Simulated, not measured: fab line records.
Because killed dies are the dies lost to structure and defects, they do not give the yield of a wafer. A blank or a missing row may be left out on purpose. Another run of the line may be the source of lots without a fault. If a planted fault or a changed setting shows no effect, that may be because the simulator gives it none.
Comparing a struck lot with a sound one ; flow rit-cmos ; 38 out of 202 route steps
Sound: these wafers, L996.1, L996.3, L996.4. Struck: wafers L991.2, L991.3, L991.4. The cause is given at the end.
Per side, at each step with rows, come the tool, then ch with its chambers, and then its first start. Under that, the readings that differ: sound wafers ; struck wafers ; difference of the means ; sigmas: that difference in standard deviations of wafers without a fault.
alike: words and numbers the same on both sides, and readings whose means are apart by under 2 such deviations; not compared: readings that were withheld, readings missing a value for some wafer, numbers with overlapping values and no deviation given by the record, and bounds like >300 which may hide the same value.
Wherever a step has rows on one side only, a row that says differs or no value, or a row with sigmas, the two part there. Non-overlapping numbers with no deviation appear without sigmas and do not part them. A reading missing from all wafers of one side parts the sides only when that side holds two or more wafers.

first, 1 step without rows for these wafers: RIT_PRETRO_DEVELOP_05 (develop time 68 s).
RIT_PRETRO_OVL_MEAS_06:
  sound: overlay-01 at day 4 01:00; struck: overlay-01 at day 2 23:03
  alike: PRETRO_OVL
then, 2 steps without rows for these wafers: RIT_PRETRO_HARDBAKE_07 (time 120 s); RIT_PRETRO_IMPLANT_08.
RIT_PRETRO_STRIP_09: strips in O2, time 180 s.
  sound on plasma-asher-04 ch 0,1, day 4 01:26; struck on plasma-asher-01 ch 0,1, day 2 23:29
  alike: drypump-motor-current-A, o2-flow-sccm
  not compared: rf-hours-counter-h
RIT_PRETRO_TW_MEAS_10:
  sound: film-metro-04 at day 4 01:37; struck: film-metro-04 at day 2 23:40
  alike: PRETRO_TW
then, 5 steps without rows for these wafers: RIT_GATE_WET_ETCH_00 (etches SiO2 in BOE, target depth 56 nm, time 60 s); RIT_GATE_CLEAN_01 (cleans in SC1, time 600 s); RIT_GATE_CLEAN_02 (cleans in dHF, time 30 s); RIT_GATE_CLEAN_03 (cleans in SC2, time 600 s); RIT_GATE_CLEAN_04 (cleans in dHF, time 60 s).
RIT_FOX2_THK_MEAS_91:
  sound: film-metro-01 at day 4 02:17; struck: film-metro-01 at day 3 00:09
  alike: FIELD_OXIDE_LEFT_2_THK
-- the record jumps here: 5 days lie between the struck wafers' starts before and after (it left off in module FOX2 and takes up again in module GATE, whose first step shown is number 75 of the route) --
RIT_GATE_OXIDATION_05: target thk 3 nm, ox time 270 s.
  sound on furnace-02 ch 0, day 4 02:20; struck on furnace-03 ch 0, day 8 00:28
  alike: tube-center-temp-C
then, 1 step without rows for these wafers: RIT_GATE_ANNEAL_06 (time 600 s).
RIT_GATE_THK_MEAS_07:
  sound: film-metro-01 at day 4 03:40; struck: film-metro-02 at day 8 01:47
  alike: GATE_OXIDE_THK
then, 1 step without rows for these wafers: RIT_GATE_CVD_08 (deposits poly-Si from SiH4, target thk 250 nm, time 2220 s).
RIT_GATE_THK_MEAS_09:
  sound: film-metro-04 at day 4 05:21; struck: film-metro-01 at day 8 04:08
reading;sound;struck;difference;sigmas
GATE_POLY_THK (nm);253.5 253.5 253.0;248.5 245.8 248.0;-5.9;-2
then, 6 steps without rows for these wafers: RIT_GATE_HMDS_10 (prime time 60 s); RIT_GATE_COAT_11 (resist thk 841 nm); RIT_GATE_SOFTBAKE_12 (time 60 s); RIT_GATE_EXPOSE_13 (exposes mask M6, target cd 150 nm); RIT_GATE_PEB_14; RIT_GATE_DEVELOP_15 (develop time 50 s).
RIT_GATE_CD_MEAS_16: target cd 150 nm.
  sound: cd-sem-01 at day 4 06:16; struck: cd-sem-01 at day 8 05:11
  alike: cd-nm
RIT_GATE_OVL_MEAS_17:
  sound: overlay-01 at day 4 06:23; struck: overlay-02 at day 8 05:18
  alike: GATE_OVL
then, 1 step without rows for these wafers: RIT_GATE_HARDBAKE_18 (time 60 s).
RIT_GATE_ETCH_19: etches poly-Si in SF6/CHF3/O2, stops on SiO2, time 165 s, target depth 312.5 nm.
  sound on rie-si-02 ch 0,1,2, day 4 06:34; struck on rie-si-01 ch 0,1,3, day 8 05:29
  alike: drypump-motor-current-A, oes-product-au, throttle-valve-pct
  not compared: rf-hours-counter-h
RIT_GATE_STRIP_20: strips in O2, time 180 s.
  sound on plasma-asher-01 ch 0,1, day 4 06:40; struck on plasma-asher-01 ch 0,1, day 8 05:35
  alike: drypump-motor-current-A, o2-flow-sccm
  not compared: rf-hours-counter-h
RIT_GATE_CD_MEAS_90: target cd 150 nm.
  sound: cd-sem-02 at day 4 06:51; struck: cd-sem-02 at day 8 05:47
  alike: cd-nm
then, 4 steps without rows for these wafers: RIT_REOX_CLEAN_00 (cleans in SC1, time 591.2 s); RIT_REOX_CLEAN_01 (cleans in dHF, time 30 s); RIT_REOX_CLEAN_02 (cleans in SC2, time 600 s); RIT_REOX_OXIDATION_03 (target thk 25.2 nm, ox time 5580 s).
RIT_REOX_THK_MEAS_04:
  sound: film-metro-01 at day 4 10:05; struck: film-metro-02 at day 8 08:50
  alike: REOX_OXIDE_THK
then, 1 step without rows for these wafers: RIT_NLDD_HMDS_00 (prime time 60 s).
RIT_NLDD_COAT_01: resist thk 1000 nm.
  sound on litho-track-01 ch 0, day 4 10:18; struck on litho-track-02 ch 0, day 8 09:04
reading;sound;struck;difference;sigmas
model.NOVOLAK_of_NLDD_COAT_01.thk-nm (nm);1000 995.9 1001;1007 1005 1009;+8;
then, 1 step without rows for these wafers: RIT_NLDD_SOFTBAKE_02 (time 60 s).
RIT_M1_PROBE_99:
  sound: prober-02 at day 5 04:21; struck: prober-01 at day 9 02:19
reading;sound;struck;difference;sigmas
model.etest.nmos_0p15.gate-bv-v (V);4.939 4.954 4.934;4.406 4.41 4.445;-0.522;
model.etest.pmos_0p15.gate-bv-v (V);4.824 4.821 4.819;4.309 4.324 4.308;-0.508;
model.etest.pmos_0p15.bv-v (V);5.775 5.769 5.784;5.375 5.382 5.36;-0.404;
model.etest.pmos_0p3.bv-v (V);5.774 5.768 5.782;5.375 5.382 5.359;-0.403;
model.etest.nmos_0p15.bv-v (V);5.577 5.578 5.582;5.293 5.29 5.319;-0.278;
model.etest.nmos_0p3.bv-v (V);5.577 5.578 5.582;5.293 5.29 5.319;-0.278;
  alike: killed_at_M0_to_M3, killed-at-contacts, killed-at-front-end, killed-dies, killed-open, killed-short

## WHERE THEY PART
Only at RIT_GATE_THK_MEAS_09, within this record. Later steps at which nothing parts them and some readings are alike: RIT_GATE_CD_MEAS_16, RIT_GATE_OVL_MEAS_17, RIT_GATE_ETCH_19, RIT_GATE_STRIP_20, RIT_GATE_CD_MEAS_90, RIT_REOX_THK_MEAS_04, RIT_M1_PROBE_99.

WHY: what had been put in by the simulator
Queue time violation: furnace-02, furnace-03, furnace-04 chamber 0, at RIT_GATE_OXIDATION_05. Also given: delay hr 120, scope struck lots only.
